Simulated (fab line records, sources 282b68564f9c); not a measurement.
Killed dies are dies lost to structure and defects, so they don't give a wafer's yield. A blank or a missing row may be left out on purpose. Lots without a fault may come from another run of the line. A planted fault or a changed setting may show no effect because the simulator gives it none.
fab line records | flow rit_cmos
record lots=6 wafers=18 last_day=7
route steps=202 shown NLDD@111 PLDD@114 M1@202
lots that met no fault: from a run of the same line without faults
start_h: hours from the record's first day to the start of the lot's first wafer shown | wait_h: hours since the lot's step before | " the same as in the row above | L1.1+2: a row that stands for several wafers | - no value, or no start given | * or withheld: withheld | < > ~ a bound
route shown NAME@n: a module of which the file shows steps, and the number in the route of the first | usual: mean/standard deviation of fault-free wafers | same: alike in all rows | chamber/n: place in a boat | sites: the reading at each site | _std_site: their standard deviation | _edge_site: outer sites' mean less inner sites' | radius_mm: how far each site lies from the wafer's centre | mask NAME#n: copy n | behind: the tool/chamber that last shaped the wafer | hold: why the lot was held/for how many hours/how that ended | device: the transistor (n, p or np) that didn't switch | end of line: the same wafers' tests at the end of the route | a step without rows: its recipe alone | killed: dies lost to structure and defects at the first sort, not the wafer's yield | map: a wafer's dies, x killed, . not, _ none there
set.NAME: the setting as run; set.NAME@STEP: as run at that earlier step | model.NAME: the simulator's own value behind a step, which no gauge read
lots at some steps of the route; a table a step, a row a wafer
services: from which hour (start_h, from the record's first day; less than 0 if before it) a tool's chamber was out of use, for how many hours, and why
## steps
# step RIT_NLDD_IMPLANT_08
# recipe species=P energy_kev=20 dose_cm2=5e+14 tilt_deg=7
# step RIT_NLDD_STRIP_09
# recipe chemistry=O2 time_s=180 resist=NOVOLAK platen_temp_c=withheld power_w=500 pressure_mtorr=4000 o2_flow_sccm=4000
# usual drypump_motor_current_A=5.8/0.35 o2_flow_sccm=4000/11 rf_refl_power_W=7.6/1.4
# columns lot.wafer tool chamber start_h wait_h drypump_motor_current_A o2_flow_sccm rf_hours_counter_h rf_refl_power_W
L372.1 plasma_asher-04 1 52.54 0.1 6.3 4009 42 4.9
L372.3 " 1 " " 6.3 3997 - 4.9
L372.6 " 0 " " 5.9 3995 - 9.4
L381.1 plasma_asher-01 1 102.10 0.1 5.9 4002 45 8.3
L381.3 " 1 " " 5.9 3987 - 8.2
L381.5 " 0 " " 5.6 4022 - 7.8
L382.1 plasma_asher-01 0 104.89 0.1 5.6 3978 45 8.5
L382.3 " 1 " " 5.9 4001 - 8.1
L382.6 " 1 " " 5.9 4018 - 8.0
L385.1 plasma_asher-03 1 126.25 0.1 6.1 4018 49 7.7
L385.2 " 0 " " 5.2 4020 49 6.9
L385.6 " 1 " " 6.1 4005 - 7.7
L388.1 plasma_asher-03 0 136.12 0.1 5.1 3988 51 7.0
L388.5 " 1 " " 6.1 3989 - 7.6
L388.6 " 0 " " 5.1 3990 - 6.8
L389.1 plasma_asher-04 1 139.29 0.1 6.3 3983 2 4.8
L389.2 " 0 " " 5.9 3987 2 10.1
L389.3 " 1 " " 6.3 4000 - 4.9
# step RIT_NLDD_TW_MEAS_10
# usual NLDD_TW=2503/18
# columns lot.wafer tool chamber start_h wait_h NLDD_TW
L372.1 film_metro-04 - 52.71 0.1 2523
L372.3 " - " " 2517
L372.6 " - " " 2519
L381.1 film_metro-03 - 102.28 0.1 2480
L381.3 " - " " 2494
L381.5 " - " " 2503
L382.1 film_metro-04 - 105.07 0.1 2513
L382.3 " - " " 2517
L382.6 " - " " 2514
L385.1 film_metro-03 - 126.43 0.1 2493
L385.2 " - " " 2492
L385.6 " - " " 2498
L388.1 film_metro-03 - 136.30 0.1 2485
L388.5 " - " " 2485
L388.6 " - " " 2495
L389.1 film_metro-04 - 139.46 0.1 2515
L389.2 " - " " 2521
L389.3 " - " " 2532
# step RIT_PLDD_HMDS_00
# recipe prime_time_s=60 prime_temp_c=140
# step RIT_PLDD_COAT_01
# recipe resist=NOVOLAK spin_rpm=3250 resist_thk_nm=1000
# step RIT_PLDD_SOFTBAKE_02
# recipe resist=NOVOLAK temp_c=90 time_s=60
# step RIT_PLDD_EXPOSE_03
# recipe mask_id=M8 na=0.57 target_cd_nm=40900 dose_mj=250
# step RIT_PLDD_PEB_04
# recipe resist=NOVOLAK temp_c=withheld time_s=withheld
# step RIT_PLDD_DEVELOP_05
# recipe resist=NOVOLAK develop_time_s=50 dev_temp_c=23
# step RIT_PLDD_OVL_MEAS_06
# usual PLDD_OVL=0.5/1.3
# columns lot.wafer tool chamber start_h wait_h PLDD_OVL[nm]
L372.1 overlay-01 - 53.75 - 1.9
L372.3 " - " " 1.9
L372.6 " - " " 1.6
L381.1 overlay-02 - 103.31 - 1.7
L381.3 " - " " 0.6
L381.5 " - " " 0.8
L382.1 overlay-02 - 105.98 - 0.9
L382.3 " - " " 4.2
L382.6 " - " " 1.8
L385.1 overlay-02 - 127.56 - 1.4
L385.2 " - " " 1.6
L385.6 " - " " 1.4
L388.1 overlay-01 - 137.33 - 2.5
L388.5 " - " " 0.1
L388.6 " - " " 1.5
L389.1 overlay-01 - 140.50 - 1.1
L389.2 " - " " 1.9
L389.3 " - " " 2.2
# step RIT_PLDD_HARDBAKE_07
# recipe resist=NOVOLAK temp_c=140 time_s=60
# step RIT_PLDD_IMPLANT_08
# recipe species=BF2 energy_kev=20 dose_cm2=9e+14 tilt_deg=7
# step RIT_PLDD_STRIP_09
# recipe chemistry=O2 time_s=180 resist=NOVOLAK platen_temp_c=withheld power_w=500 pressure_mtorr=4000 o2_flow_sccm=4000
# usual drypump_motor_current_A=5.7/0.43 o2_flow_sccm=4000/14 rf_refl_power_W=7.1/1.5
# columns lot.wafer tool chamber start_h wait_h drypump_motor_current_A o2_flow_sccm rf_hours_counter_h rf_refl_power_W
L372.1 plasma_asher-04 1 54.09 0.1 6.3 3965 42 4.8
L372.3 " 1 " " 6.3 3991 - 4.9
L372.6 " 1 " " 6.2 3978 - 4.8
L381.1 plasma_asher-02 1 103.65 0.1 5.1 3965 29 5.5
L381.3 " 0 " " 6.1 3985 - 7.5
L381.5 " 1 " " 5.1 4007 - 5.5
L382.1 plasma_asher-02 0 106.31 0.1 6.2 3984 30 7.4
L382.3 " 1 " " 5.1 3234 - 5.5
L382.6 " 1 " " 5.1 3201 - 5.5
L385.1 plasma_asher-02 0 128.10 0.1 6.1 3984 32 7.9
L385.2 " 1 " " 5.1 3199 32 5.4
L385.6 " 0 " " 6.1 4029 - 7.6
L388.1 plasma_asher-01 0 137.67 0.1 5.6 4007 50 7.6
L388.5 " 0 " " 5.6 4008 - 7.4
L388.6 " 1 " " 5.9 3971 - 8.4
L389.1 plasma_asher-01 1 140.83 0.1 5.9 4000 50 8.1
L389.2 " 0 " " 5.6 3994 50 7.8
L389.3 " 1 " " 5.9 4012 - 8.4
# step RIT_PLDD_TW_MEAS_10
# usual PLDD_TW=2361/18
# columns lot.wafer tool chamber start_h wait_h PLDD_TW
L372.1 film_metro-04 - 54.28 0.1 2382
L372.3 " - " " 2382
L372.6 " - " " 2387
L381.1 film_metro-03 - 103.82 0.1 2362
L381.3 " - " " 2351
L381.5 " - " " 2362
L382.1 film_metro-01 - 106.49 0.1 2364
L382.3 " - " " 2373
L382.6 " - " " 2371
L385.1 film_metro-03 - 128.27 0.1 2333
L385.2 " - " " 2345
L385.6 " - " " 2330
L388.1 film_metro-04 - 137.84 0.1 2379
L388.5 " - " " 2381
L388.6 " - " " 2385
L389.1 film_metro-04 - 141.01 0.1 2378
L389.2 " - " " 2385
L389.3 " - " " 2387
# step RIT_M1_PROBE_99
# usual killed_at_contacts=0.1/0.23 killed_at_front_end=7/3 killed_dies=7/3.1 killed_open=3.3/2.1 killed_short=3.3/2
# same gross_dies=264 killed_at_M0_to_M3=0 killed_at_M4_up=0 killed_at_back_side=0 killed_at_other=0
# columns lot.wafer tool chamber start_h wait_h killed_at_contacts killed_at_front_end killed_dies killed_open killed_short
L372.1 prober-02 - 67.64 0.1 0 4 4 2 2
L372.3 prober-02 - 67.74 0.2 0 5 5 3 2
L372.6 prober-02 - 67.89 0.2 0 9 9 4 5
L381.1 prober-02 - 118.44 0.1 0 2 2 1 1
L381.3 prober-02 - 118.54 0.2 0 4 4 2 2
L381.5 prober-02 - 118.64 0.2 0 4 4 2 2
L382.1 prober-02 - 122.49 0.1 0 5 5 1 4
L382.3 prober-02 - 122.59 0.2 0 5 5 2 3
L382.6 prober-02 - 122.74 0.2 0 8 8 6 2
L385.1 prober-01 - 143.67 0.1 0 6 6 4 2
L385.2 prober-01 - 143.72 0.1 0 6 6 3 3
L385.6 prober-01 - 143.92 0.2 0 1 1 1 0
L388.1 prober-02 - 152.82 0.1 0 6 6 3 3
L388.5 prober-02 - 153.02 0.2 0 7 7 4 3
L388.6 prober-02 - 153.07 0.2 0 4 4 3 1
L389.1 prober-01 - 157.19 0.1 0 4 4 3 1
L389.2 prober-01 - 157.24 0.1 1 6 7 5 2
L389.3 prober-01 - 157.29 0.2 0 9 9 5 4
# killed by level:class
L372.1 GATE:geometric_particle:short=2 GATE:geometric_particle:open=1 REOX:geometric_particle:open=1
L372.3 GATE:geometric_particle:open=2 FOX1:geometric_particle:short=1 REOX:geometric_particle:open=1 REOX:geometric_particle:short=1
L372.6 GATE:geometric_particle:open=3 GATE:geometric_particle:short=2 REOX:geometric_particle:short=2 FOX1:geometric_particle:short=1 SILICIDE:geometric_particle:open=1
L381.1 FOX2:geometric_particle:short=1 REOX:geometric_particle:open=1
L381.3 FOX1:geometric_particle:open=1 FOX2:geometric_particle:short=1 REOX:geometric_particle:open=1 SPACER:geometric_particle:short=1
L381.5 GATE:geometric_particle:open=2 SPACER:geometric_particle:short=1 SILICIDE:geometric_particle:short=1
L382.1 GATE:geometric_particle:short=2 REOX:geometric_particle:short=1 SPACER:geometric_particle:short=1 SILICIDE:geometric_particle:open=1
L382.3 FOX1:geometric_particle:short=2 GATE:geometric_particle:open=2 FOX2:geometric_particle:short=1
L382.6 REOX:geometric_particle:open=4 FOX1:geometric_particle:open=2 GATE:geometric_particle:short=1 REOX:geometric_particle:short=1
L385.1 GATE:geometric_particle:short=2 GATE:geometric_particle:open=2 REOX:geometric_particle:open=1 SPACER:geometric_particle:open=1
L385.2 GATE:geometric_particle:open=2 SILICIDE:geometric_particle:short=2 GATE:geometric_particle:short=1 REOX:geometric_particle:open=1
L385.6 GATE:geometric_particle:open=1
L388.1 SILICIDE:geometric_particle:short=2 SILICIDE:geometric_particle:open=2 GATE:geometric_particle:short=1 REOX:geometric_particle:open=1
L388.5 GATE:geometric_particle:open=2 SILICIDE:geometric_particle:open=2 GATE:geometric_particle:short=1 REOX:geometric_particle:short=1 SILICIDE:geometric_particle:short=1
L388.6 SPACER:geometric_particle:open=2 SILICIDE:geometric_particle:open=1 SILICIDE:geometric_particle:short=1
L389.1 FOX2:geometric_particle:open=2 FOX1:geometric_particle:short=1 GATE:geometric_particle:open=1
L389.2 SPACER:geometric_particle:open=2 FOX1:geometric_particle:short=1 FOX1:geometric_particle:open=1 SPACER:geometric_particle:short=1 SILICIDE:geometric_particle:open=1 CONTACT:geometric_particle:open=1
L389.3 GATE:geometric_particle:short=2 GATE:geometric_particle:open=2 REOX:geometric_particle:short=2 REOX:geometric_particle:open=1 SPACER:geometric_particle:open=1 SILICIDE:geometric_particle:open=1
## services
# columns tool chamber start_h hours kind
plasma_asher-04 - 71.89 1.8 repair
plasma_asher-03 - 86.78 4.0 pm
plasma_asher-04 - 108.75 9.0 pm
plasma_asher-04 0 108.75 9.0 vent_cycle
plasma_asher-04 1 108.75 9.0 vent_cycle
plasma_asher-04 0 117.75 - clean
plasma_asher-04 1 117.75 - clean
plasma_asher-04 - 126.51 5.2 repair
## key
first_sign step=RIT_PLDD_STRIP_09 reading=o2_flow_sccm direction=down sigmas=58 usual=4000 struck=3211
effect none on later readings
met_at RIT_PLDD_STRIP_09
struck_wafers L382.3,L382.6,L385.2
tester_left_out L382,L385
onset_between 103.65 106.31
fault kind=process_parameter_drift tool=plasma_asher-02 chamber=1 onset_h=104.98 steps=RIT_PLDD_STRIP_09 channel=o2_flow_sccm offset=-800 shape=step end_h=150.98 acts_in=these_recipes_only stated=4000
# tester_left_out: of these lots the tester's yield and bins aren't shown, on N5 and GAA mostly nor the transistor test; their killed dies are dies lost to structure and defects alone, not to doping, threshold or leakage, so they don't give the yield
